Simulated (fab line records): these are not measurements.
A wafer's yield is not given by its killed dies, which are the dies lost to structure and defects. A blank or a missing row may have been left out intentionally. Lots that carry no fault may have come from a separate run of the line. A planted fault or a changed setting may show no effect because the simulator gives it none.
Lot-split experiment + flow berkeleyCmos170 + 23 wafers read from 5 lots, route of 331 steps

== THE SPLIT ITSELF ==
At UCB170_NLDD_PEB_04, the setting pebTempC was moved away from the recipe's 130 C on 7 of the 23 wafers read, by -1.2% to +1.3%. For the rest of the wafers, this setting stayed at what the recipe calls for.

== SPLIT TO READING: what lies between them in the file, 1 step ==
- UCB170_NLDD_DEVELOP_05: develop time 45 s

== THE READING ==
cdNm, in nm, at UCB170_NLDD_CD_MEAS_06 (target cd 1200 nm). A value of 1200.1 nm with a standard deviation of 1.2 nm is what fault-free wafers of this fab line usually give.

| wafer  | tool, chamber at the split | pebTempC as run, C | against the recipe | cdNm, nm | against lot-mates on the recipe |
|--------|----------------------------|--------------------|--------------------|----------|---------------------------------|
| L075.1 | lithoTrack-02, 0           | 130                | recipe             | 1200.9   | -                               |
| L075.2 | lithoTrack-02, 0           | 130                | recipe             | 1199.8   | -                               |
| L075.3 | lithoTrack-02, 0           | 130                | recipe             | 1200.4   | -                               |
| L075.4 | lithoTrack-02, 0           | 128.5              | -1.2%              | 1190.5   | -9.9                            |
| L075.5 | lithoTrack-02, 0           | 128.5              | -1.2%              | 1190.5   | -9.9                            |
| L079.1 | lithoTrack-03, 0           | 130                | recipe             | 1199.7   | -                               |
| L079.2 | lithoTrack-03, 0           | 128.9              | -0.8%              | 1191.5   | -8.7                            |
| L079.3 | lithoTrack-03, 0           | 128.9              | -0.8%              | 1193.1   | -7.1                            |
| L079.4 | lithoTrack-03, 0           | 130                | recipe             | 1200.4   | -                               |
| L079.6 | lithoTrack-03, 0           | 130                | recipe             | 1200.5   | -                               |
| L080.2 | lithoTrack-02, 0           | 130                | recipe             | 1196.0   | -                               |
| L080.3 | lithoTrack-02, 0           | 130                | recipe             | 1198.5   | -                               |
| L080.4 | lithoTrack-02, 0           | 130                | recipe             | 1196.1   | -                               |
| L081.1 | lithoTrack-02, 0           | 130                | recipe             | 1201.6   | -                               |
| L081.3 | lithoTrack-02, 0           | 130                | recipe             | 1200.1   | -                               |
| L081.4 | lithoTrack-02, 0           | 130                | recipe             | 1200.7   | -                               |
| L081.5 | lithoTrack-02, 0           | 130                | recipe             | 1200.4   | -                               |
| L081.6 | lithoTrack-02, 0           | 130                | recipe             | 1200.3   | -                               |
| L082.1 | lithoTrack-03, 0           | 130                | recipe             | 1200.1   | -                               |
| L082.2 | lithoTrack-03, 0           | 131.7              | +1.3%              | 1210.4   | +11.0                           |
| L082.4 | lithoTrack-03, 0           | 131.7              | +1.3%              | 1210.2   | +10.8                           |
| L082.5 | lithoTrack-03, 0           | 131.7              | +1.3%              | 1210.4   | +11.0                           |
| L082.6 | lithoTrack-03, 0           | 130                | recipe             | 1198.7   | -                               |

THE FIT
A straight line over all 23 wafers: cdNm changes by +8.18 nm for each +1% of pebTempC; r = +0.97; the points scatter about the line by 1.4 nm.
The same after taking each lot's own level away (the mean of its wafers on the recipe; 23 wafers): +8.57 nm for each +1%; r = +0.99; scatter 0.67 nm.
The reading moves by 11 nm for the largest change in pebTempC, on that fit.
Measured against the standard deviation above, the lots' own levels, which go from 1196.87 to 1200.62 nm, span 3.1 times it.
The two slopes agree, so the slope changes little with the lot-to-lot level.
Check: with one of the wafers moved furthest among these (+1.3%) left out of the fit, the line predicts +11.1 nm for it against its lot-mates. Against them it came out at +11 nm.

== ADDITIONAL SPLITS CARRIED BY THESE WAFERS ==
These wafers also went through other splits before the reading. Each is held against what the fit with the lots' levels taken away leaves over:
| other split on the same wafers  | wafers away from the commonest value | r with cdNm (lot level and that fit taken away) |
|---------------------------------|--------------------------------------|-------------------------------------------------|
| UCB170_PVT_IMPLANT_07 doseCm2   | 7                                    | +0.06                                           |
| UCB170_GATE_CVD_04 sih4FlowSccm | 15                                   | -0.08                                           |
| UCB170_GATE_EXPOSE_09 doseMj    | 7                                    | +0.39                                           |
| UCB170_PLDD_IMPLANT_08 doseCm2  | 9                                    | +0.00                                           |

== THE FILE'S OWN FIT ==
cdNm changes by +8.62 nm for each +1% of pebTempC, r = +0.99.
